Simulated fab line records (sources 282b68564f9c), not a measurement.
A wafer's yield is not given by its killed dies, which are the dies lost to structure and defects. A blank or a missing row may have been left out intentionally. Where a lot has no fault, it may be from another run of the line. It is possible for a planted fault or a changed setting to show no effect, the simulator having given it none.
The tool behind it: which one? | flow rit cmos | Sampling: 13 lots, 39 wafers, 4 of 202 route steps

== WHAT THE GAUGES SHOWED, per wafer ==
RIT_FOX2_THK_MEAS_91. Usual: for FIELD_OXIDE_LEFT_2_THK the level is 255 nm and the standard deviation is 8.6.
lot  | measured    | on            | FIELD_OXIDE_LEFT_2_THK (nm) | flag
L265 | day 2 11:19 | film metro-04 | 255 256 259                 |
L267 | day 2 19:34 | film metro-01 | 275 267 275                 |
L269 | day 3 05:32 | film metro-03 | 244 246 247                 |
L271 | day 3 14:05 | film metro-03 | 255 260 258                 |
L272 | day 3 22:55 | film metro-03 | 249 249 249                 |
L274 | day 4 09:04 | film metro-03 | 245 249 248                 |
L275 | day 4 11:46 | film metro-04 | 244 246 240                 |
L277 | day 4 23:06 | film metro-04 | 273 272 276                 |
L282 | day 6 02:59 | film metro-04 | 249 245 249                 |
L284 | day 6 10:38 | film metro-03 | 254 254 246                 |
L286 | day 6 20:39 | film metro-03 | 268 269 267                 |
L287 | day 7 00:31 | film metro-03 | 235 239 238                 |
L288 | day 7 05:43 | film metro-01 | 249 250 246                 |

RIT_NLDD_TW_MEAS_10. Usual: for NLDD_TW the level is 2492 and the standard deviation is 11.
lot  | measured    | on            | NLDD_TW        | flag
L265 | day 2 22:19 | film metro-01 | 2488 2501 2490 |
L267 | day 3 05:28 | film metro-01 | 2479 2485 2485 |
L269 | day 3 17:10 | film metro-01 | 2482 2478 2485 |
L271 | day 4 03:55 | film metro-01 | 2497 2507 2482 |
L272 | day 4 11:47 | film metro-02 | 2501 2511 2500 |
L274 | day 4 20:11 | film metro-01 | 2493 2489 2487 |
L275 | day 5 02:23 | film metro-02 | 2493 2506 2492 |
L277 | day 5 09:52 | film metro-02 | 2502 2495 2490 |
L282 | day 6 15:53 | film metro-03 | 2488 2506 2500 |
L284 | day 6 22:04 | film metro-03 | 2504 2509 2494 |
L286 | day 7 07:26 | film metro-01 | 2471 2479 2477 |
L287 | day 7 10:31 | film metro-01 | 2467 2473 2499 |
L288 | day 7 18:29 | film metro-03 | 2484 2489 2502 |

RIT_M1_CD_MEAS_90: target cd 2600 nm. Usual: cd nm 2599 nm, standard deviation 3.3.
lot  | measured    | on        | cd nm (nm)     | flag
L265 | day 3 11:32 | cd sem-02 | 2597 2596 2595 |
L267 | day 3 19:43 | cd sem-02 | 2594 2596 2593 |
L269 | day 4 06:46 | cd sem-01 | 2598 2595 2597 |
L271 | day 4 18:03 | cd sem-01 | 2594 2592 2594 |
L272 | day 5 01:35 | cd sem-02 | 2602 2604 2605 |
L274 | day 5 09:20 | cd sem-02 | 2600 2600 2600 |
L275 | day 5 16:00 | cd sem-02 | 2602 2603 2603 |
L277 | day 5 23:19 | cd sem-02 | 2602 2604 2604 |
L282 | day 7 05:32 | cd sem-02 | 2594 2596 2598 |
L284 | day 7 11:43 | cd sem-02 | 2601 2596 2601 |
L286 | day 7 20:47 | cd sem-02 | 2601 2602 2602 |
L287 | day 8 00:15 | cd sem-02 | 2594 2598 2595 |
L288 | day 8 08:01 | cd sem-01 | 2597 2599 2600 |

== EACH LOT AND THE TOOL THAT RAN IT (in order: tool; ch and the chambers of the sampled wafers; start) ==
lot  | RIT_CONTACT_CLEAN_13
L265 | wet bench-03 ch 1, day 3 08:43
L267 | wet bench-01 ch 1, day 3 16:55
L269 | wet bench-01 ch 0, day 4 03:58
L271 | wet bench-03 ch 1, day 4 14:24
L272 | wet bench-04 ch 1, day 4 22:49
L274 | wet bench-04 ch 0, day 5 06:35
L275 | wet bench-03 ch 3, day 5 12:59
L277 | wet bench-03 ch 0, day 5 20:38
L282 | wet bench-03 ch 2, day 7 02:35
L284 | wet bench-01 ch 1, day 7 09:05
L286 | wet bench-04 ch 1, day 7 18:02
L287 | wet bench-03 ch 1, day 7 21:19
L288 | wet bench-01 ch 2, day 8 05:04
- RIT_CONTACT_CLEAN_13: cleans in SC1, time 571.1 s.

== WHAT THE TOOLS THEMSELVES READ (means of the sampled wafers that have a number; where no wafer has one, the mark that the record gives instead) ==
RIT_CONTACT_CLEAN_13. Usual: bath guard temp C 75.1 C, standard deviation 0.71; temp c 74.99 C, standard deviation 0.11.
lot  | tool         | bath guard temp C (C) | temp c (C) | flag
L265 | wet bench-03 | 76.2                  | 74.96      |
L267 | wet bench-01 | 74.9                  | 75.19      |
L269 | wet bench-01 | 75.7                  | 75.00      |
L271 | wet bench-03 | 75.7                  | 75.10      |
L272 | wet bench-04 | 74.9                  | 75.00      |
L274 | wet bench-04 | 76.3                  | 75.00      |
L275 | wet bench-03 | 74.3                  | 74.88      |
L277 | wet bench-03 | 75.7                  | 74.99      |
L282 | wet bench-03 | 69.0                  | 69.63      | OFF
L284 | wet bench-01 | 74.8                  | 74.95      |
L286 | wet bench-04 | 74.9                  | 74.99      |
L287 | wet bench-03 | 76.3                  | 74.83      |
L288 | wet bench-01 | 74.6                  | 74.93      |

== THE ANSWER, worked out from the rows above alone ==
Rule: take the mean of a lot's wafers that have a number; if it is more than 3 standard deviations from the usual mean, the lot is off. Also off: a lot with no number at a reading for which 4 or more lots have one. Where the step has rows for the other lots, those lots are counted as sound. Order of review: gauges by route order, followed by the tools' own readings, for which a lot's mean as printed above is used. At the first step where some lot is off, the reading lying furthest off is the one used; lots without a number count as furthest.
Off: L282, at RIT_CONTACT_CLEAN_13 (temp c).
If a tool, at that step or one of the process steps before it, ran each lot that is off and ran no sound lot following the first of them, it fits. Of those tried, none fits.

== WHAT THE SIMULATOR HAD PUT IN ==
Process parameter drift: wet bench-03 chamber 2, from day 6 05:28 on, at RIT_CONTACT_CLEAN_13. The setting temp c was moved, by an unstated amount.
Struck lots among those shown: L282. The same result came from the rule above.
